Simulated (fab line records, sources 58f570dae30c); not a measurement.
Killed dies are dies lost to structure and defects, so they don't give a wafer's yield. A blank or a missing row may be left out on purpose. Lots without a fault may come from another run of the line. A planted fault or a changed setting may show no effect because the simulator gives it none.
Tool commonality check | flow berkeley_cmos170 | 15 lots, 45 wafers sampled

WHY IT WAS OPENED
At UCB170_M3_CD_MEAS_90 the reading cd_nm is flagged on 3 of 15 lots. Wafers without a fault read 702 nm, standard deviation 4.4.
Rule: a lot is flagged when every wafer of it that has a number lies more than 4 standard deviations from that mean, or none has a number. The other lots count as sound.

lot  | measured     | on        | cd_nm (nm), wafer by wafer | flag
L465 | day 7 13:44  | cd_sem-01 | 703 703 708                |
L466 | day 7 19:14  | cd_sem-02 | 700 704 703                |
L467 | day 7 19:39  | cd_sem-02 | 698 699 701                |
L468 | day 8 04:53  | cd_sem-02 | 705 707 705                |
L469 | day 8 05:17  | cd_sem-02 | 701 695 697                |
L472 | day 9 02:56  | cd_sem-02 | 697 696 696                |
L473 | day 9 07:14  | cd_sem-01 | 706 707 707                |
L474 | day 9 22:10  | cd_sem-01 | 709 710 710                |
L475 | day 9 23:14  | cd_sem-02 | 700 700 698                |
L477 | day 9 23:32  | cd_sem-02 | 700 699 700                |
L476 | day 10 00:05 | cd_sem-02 | 739 746 742                | FLAGGED
L480 | day 10 13:10 | cd_sem-01 | 740 737 741                | FLAGGED
L481 | day 11 03:12 | cd_sem-02 | 734 735 731                | FLAGGED
L485 | day 11 16:13 | cd_sem-01 | 704 702 703                |
L488 | day 13 02:06 | cd_sem-01 | 704 700 701                |
The numbers of the flagged lots are 738 nm on average: +36 nm against the usual, or +8 standard deviations.

WHICH TOOL RAN EACH LOT
The record holds 4 process steps before the reading, out of a route of 331 steps. In each cell: the tool, then ch and the chambers that the sampled wafers went through, then the start.
lot  | flag    | UCB170_CONTACT_RTA_08            | UCB170_V1_STRIP_15                   | UCB170_M3_METAL_ETCH_18           | UCB170_M3_STRIP_19
L465 |         | rtp_anneal-01 ch 0, day 6 15:02  | plasma_asher-01 ch 0,1, day 7 03:40  | rie_metal-03 ch 0,1, day 7 13:27  | plasma_asher-03 ch 1, day 7 13:38
L466 |         | rtp_anneal-01 ch 0, day 6 22:20  | plasma_asher-03 ch 0,1, day 7 08:14  | rie_metal-02 ch 0,1, day 7 18:59  | plasma_asher-03 ch 0,1, day 7 19:08
L467 |         | rtp_anneal-02 ch 0, day 6 23:53  | plasma_asher-01 ch 0,1, day 7 08:29  | rie_metal-04 ch 0,1, day 7 19:20  | plasma_asher-02 ch 1, day 7 19:32
L468 |         | rtp_anneal-02 ch 0, day 7 08:16  | plasma_asher-01 ch 0,1, day 7 19:45  | rie_metal-03 ch 0,1, day 8 04:31  | plasma_asher-04 ch 0,1, day 8 04:43
L469 |         | rtp_anneal-01 ch 0, day 7 08:12  | plasma_asher-01 ch 1, day 7 20:02    | rie_metal-02 ch 0,1, day 8 04:58  | plasma_asher-03 ch 0,1, day 8 05:10
L472 |         | rtp_anneal-01 ch 0, day 8 08:47  | plasma_asher-04 ch 0,1, day 8 18:41  | rie_metal-04 ch 0,1, day 9 02:38  | plasma_asher-03 ch 0,1, day 9 02:50
L473 |         | rtp_anneal-02 ch 0, day 8 10:44  | plasma_asher-01 ch 0,1, day 8 22:40  | rie_metal-03 ch 0,1, day 9 06:55  | plasma_asher-04 ch 0,1, day 9 07:07
L474 |         | rtp_anneal-01 ch 0, day 8 23:11  | plasma_asher-04 ch 0,1, day 9 14:22  | rie_metal-03 ch 1, day 9 21:51    | plasma_asher-03 ch 0,1, day 9 22:02
L475 |         | rtp_anneal-01 ch 0, day 8 23:33  | plasma_asher-01 ch 0,1, day 9 14:51  | rie_metal-04 ch 0,1, day 9 22:56  | plasma_asher-02 ch 0,1, day 9 23:07
L477 |         | rtp_anneal-02 ch 0, day 8 23:30  | plasma_asher-04 ch 0,1, day 9 14:56  | rie_metal-02 ch 0,1, day 9 23:16  | plasma_asher-03 ch 0,1, day 9 23:25
L476 | FLAGGED | rtp_anneal-02 ch 0, day 8 23:40  | plasma_asher-03 ch 0,1, day 9 15:12  | rie_metal-03 ch 0,1, day 9 23:43  | plasma_asher-02 ch 0,1, day 9 23:54
L480 | FLAGGED | rtp_anneal-02 ch 0, day 9 19:01  | plasma_asher-03 ch 0,1, day 10 05:02 | rie_metal-03 ch 0,1, day 10 12:53 | plasma_asher-02 ch 0,1, day 10 13:04
L481 | FLAGGED | rtp_anneal-01 ch 0, day 10 08:40 | plasma_asher-03 ch 0,1, day 10 19:14 | rie_metal-03 ch 0,1, day 11 02:56 | plasma_asher-04 ch 0,1, day 11 03:05
L485 |         | rtp_anneal-01 ch 0, day 10 21:47 | plasma_asher-04 ch 0,1, day 11 07:23 | rie_metal-02 ch 0,1, day 11 15:56 | plasma_asher-04 ch 0,1, day 11 16:07
L488 |         | rtp_anneal-02 ch 0, day 12 00:54 | plasma_asher-01 ch 0,1, day 12 14:02 | rie_metal-04 ch 0,1, day 13 01:41 | plasma_asher-02 ch 0,1, day 13 01:50
What these steps do:
- UCB170_CONTACT_RTA_08: time 10 s.
- UCB170_V1_STRIP_15: strips in O2.
- UCB170_M3_METAL_ETCH_18: etches Al in Cl2/BCl3, stops on SiO2, target depth 1170 nm, time 195 s.
- UCB170_M3_STRIP_19: strips in O2.
- UCB170_M3_CD_MEAS_90: target cd 700 nm.

FLAGGED OVER TOTAL, TOOL BY TOOL (the gauges that took the reading come last)
step                    | tool            | lots run | flagged | share of the flagged lots | sound lots run after its first flagged lot
UCB170_CONTACT_RTA_08   | rtp_anneal-01   | 8        | 1       | some                      | 1 (L485)
UCB170_CONTACT_RTA_08   | rtp_anneal-02   | 7        | 2       | some                      | 1 (L488)
UCB170_V1_STRIP_15      | plasma_asher-01 | 7        | 0       | none                      | -
UCB170_V1_STRIP_15      | plasma_asher-03 | 4        | 3       | all                       | 0
UCB170_V1_STRIP_15      | plasma_asher-04 | 4        | 0       | none                      | -
UCB170_M3_METAL_ETCH_18 | rie_metal-02    | 4        | 0       | none                      | -
UCB170_M3_METAL_ETCH_18 | rie_metal-03    | 7        | 3       | all                       | 0
UCB170_M3_METAL_ETCH_18 | rie_metal-04    | 4        | 0       | none                      | -
UCB170_M3_STRIP_19      | plasma_asher-02 | 5        | 2       | some                      | 1 (L488)
UCB170_M3_STRIP_19      | plasma_asher-03 | 6        | 0       | none                      | -
UCB170_M3_STRIP_19      | plasma_asher-04 | 4        | 1       | some                      | 1 (L485)
UCB170_M3_CD_MEAS_90    | cd_sem-01       | 6        | 1       | some                      | 2 (L485,L488)
UCB170_M3_CD_MEAS_90    | cd_sem-02       | 9        | 2       | some                      | 0

WHAT THE TABLE ALLOWS
2 rows of the table ran every flagged lot: plasma_asher-03 at UCB170_V1_STRIP_15, rie_metal-03 at UCB170_M3_METAL_ETCH_18.
- plasma_asher-03 at UCB170_V1_STRIP_15: 3 of its 4 lots flagged. Its last sound lot is L466 (day 7 08:14), its first flagged lot L476 (day 9 15:12): a fault that began between those two fits.
- rie_metal-03 at UCB170_M3_METAL_ETCH_18: 3 of its 7 lots flagged. Its last sound lot is L474 (day 9 21:51), its first flagged lot L476 (day 9 23:43): a fault that began between those two fits. Its own readings lie more than 4 standard deviations out on every wafer of the flagged lots: oes_product_au, run_length_s.
Counting lots can't tell these 2 tools apart, because each fits a fault that began at some hour. More lots, or a look at what each step does to the wafer, might.

WHAT THE SIMULATOR HAD PUT IN
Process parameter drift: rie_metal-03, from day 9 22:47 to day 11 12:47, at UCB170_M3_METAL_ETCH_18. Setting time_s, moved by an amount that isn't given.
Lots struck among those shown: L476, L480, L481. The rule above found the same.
